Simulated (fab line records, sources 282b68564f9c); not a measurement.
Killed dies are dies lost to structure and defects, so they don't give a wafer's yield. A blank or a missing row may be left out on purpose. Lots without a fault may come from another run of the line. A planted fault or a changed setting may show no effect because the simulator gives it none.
A struck lot beside a sound one | flow rit_cmos | 27 steps out of a route of 202
Sound: wafers L176.2, L176.4, L176.6. Struck: wafers L184.1, L184.2, L184.6. The cause comes at the end.
At each step with rows: each side's tool, then ch and its chambers, then its first start. Under that, the readings that differ: sound wafers | struck wafers | difference of the means | sigmas: that difference in standard deviations of wafers without a fault.
alike: readings whose means differ by less than 2 such deviations, and words and numbers that are the same on both sides. not compared: withheld readings, readings that some wafer has no value for, bounds like >300 that may hide the same value, and numbers for which the record gives no deviation and whose values overlap.
The two part at a step that has a row with sigmas, a row that says differs or no value, or rows on one side only. Numbers that don't overlap but have no deviation are shown without sigmas and don't part them. A reading that every wafer of one side lacks parts them only if that side has two wafers or more.

first, 4 steps without rows for these wafers: RIT_CONTACT_SOFTBAKE_04 (time 60 s); RIT_CONTACT_EXPOSE_05 (exposes mask M11, target cd 1000 nm); RIT_CONTACT_PEB_06; RIT_CONTACT_DEVELOP_07 (develop time 120 s).
RIT_CONTACT_CD_MEAS_08: target cd 1000 nm.
  sound on cd_sem-01, day 4 11:20; struck on cd_sem-01, day 5 22:11
  alike: cd_nm
RIT_CONTACT_OVL_MEAS_09:
  sound on overlay-02, day 4 11:27; struck on overlay-01, day 5 22:19
  alike: CONTACT_OVL
then, 1 step without rows for these wafers: RIT_CONTACT_HARDBAKE_10 (time 60 s).
RIT_CONTACT_ETCH_11: etches SiO2 in CHF3/CF4/Ar, stops on TiSi2, target depth 480 nm, time 320 s.
  sound on rie_diel-01 ch 0,2,3, day 4 11:38; struck on rie_diel-03 ch 1,2,3, day 5 22:29
  alike: drypump_motor_current_A, oes_product_au, throttle_valve_pct
  not compared: rf_hours_counter_h
RIT_CONTACT_STRIP_12: strips in O2, time 180 s.
  sound on plasma_asher-04 ch 0,1, day 4 11:49; struck on plasma_asher-03 ch 0,1, day 5 22:41
  alike: drypump_motor_current_A
  not compared: rf_hours_counter_h
RIT_CONTACT_CD_MEAS_90: target cd 1000 nm.
  sound on cd_sem-01, day 4 12:01; struck on cd_sem-01, day 5 22:52
  alike: cd_nm
then, 2 steps without rows for these wafers: RIT_CONTACT_CLEAN_13 (cleans in SC1, time 600 s); RIT_CONTACT_CLEAN_14 (cleans in SC2, time 600 s).
RIT_M1_SPUTTER_00: material Al, target thk 400 nm, time 500 s.
  sound on pvd_sputter-01, day 4 12:29; struck on pvd_sputter-02, day 5 23:20
  reading                               | sound             | struck            | difference | sigmas
  model.Al_of_M1_SPUTTER_00.thk_nm (nm) | 409.7 406.7 411.9 | 360.9 360.5 358.2 | -49.6      |
  alike: cathode_dc_power_W, substrate_temp_c, throttle_valve_pct
RIT_M1_RS_MEAS_01: measures by four-point-probe.
  sound on film_metro-01, day 4 12:48; struck on film_metro-01, day 5 23:38
  reading           | sound                | struck               | difference | sigmas
  M1_AL_RS (ohm/sq) | 0.0719 0.0721 0.0713 | 0.0817 0.0817 0.0821 | +0.0101    | +9
RIT_M1_THK_MEAS_02: measures by xrf.
  sound on film_metro-01, day 4 12:55; struck on film_metro-01, day 5 23:45
  reading        | sound       | struck      | difference | sigmas
  M1_AL_THK (nm) | 416 412 416 | 366 368 365 | -48        | -8
then, 6 steps without rows for these wafers: RIT_M1_HMDS_03 (prime time 60 s); RIT_M1_COAT_04 (resist thk 1300 nm); RIT_M1_SOFTBAKE_05 (time 60 s); RIT_M1_EXPOSE_06 (exposes mask M12, target cd 2600 nm); RIT_M1_PEB_07; RIT_M1_DEVELOP_08 (develop time 65.5 s).
RIT_M1_CD_MEAS_09: target cd 2600 nm.
  sound on cd_sem-01, day 4 13:59; struck on cd_sem-01, day 6 01:03
  reading    | sound                | struck               | difference | sigmas
  cd_nm (nm) | 2603.5 2606.2 2604.7 | 2598.2 2598.1 2598.4 | -6.6       | -3
RIT_M1_OVL_MEAS_10:
  sound on overlay-01, day 4 14:06; struck on overlay-02, day 6 01:10
  alike: M1_OVL
then, 1 step without rows for these wafers: RIT_M1_HARDBAKE_11 (time 120 s).
RIT_M1_METAL_ETCH_12: etches Al in Cl2/BCl3, stops on SiO2, time 165 s, target depth 600 nm.
  sound on rie_metal-02 ch 0, day 4 14:23; struck on rie_metal-04 ch 0,1, day 6 01:27
  reading               | sound             | struck            | difference | sigmas
  oes_product_au (a.u.) | 0.789 0.795 0.789 | 0.720 0.725 0.716 | -0.071     | -5
  alike: drypump_motor_current_A, throttle_valve_pct
  not compared: rf_hours_counter_h
then, 1 step without rows for these wafers: RIT_M1_STRIP_13 (strips in nmp, time 600 s).
RIT_M1_PROBE_99:
  sound on prober-01, day 4 16:46; struck on prober-01, day 6 03:43
  reading                             | sound                   | struck                 | difference | sigmas
  killed_at_M0_to_M3                  | 1 0 0                   | 0 0 0                  | +0         | -4
  model.etest.pldd.width_nm (nm)      | 3198 3203 3206          | 3168 3157 3138         | -48        |
  model.etest.nldd.width_nm (nm)      | 3192 3208 3218          | 3158 3151 3132         | -59        |
  model.etest.pplus_sal.width_nm (nm) | 3453 3465 3468          | 3411 3398 3369         | -69        |
  model.etest.nplus_sal.width_nm (nm) | 3450 3454 3467          | 3403 3409 3353         | -69        |
  model.etest.m1.rs_ohm_sq            | 0.07077 0.07135 0.07061 | 0.08059 0.08078 0.0814 | +0.01001   |
  alike: killed_at_front_end, killed_dies, killed_open, killed_short
  not compared: model.etest.poly_comb_over_steps.leak_log10_a_um

WHERE THEY PART
First at RIT_M1_RS_MEAS_01; last, within this record, at RIT_M1_PROBE_99.

WHY: what the simulator had put in
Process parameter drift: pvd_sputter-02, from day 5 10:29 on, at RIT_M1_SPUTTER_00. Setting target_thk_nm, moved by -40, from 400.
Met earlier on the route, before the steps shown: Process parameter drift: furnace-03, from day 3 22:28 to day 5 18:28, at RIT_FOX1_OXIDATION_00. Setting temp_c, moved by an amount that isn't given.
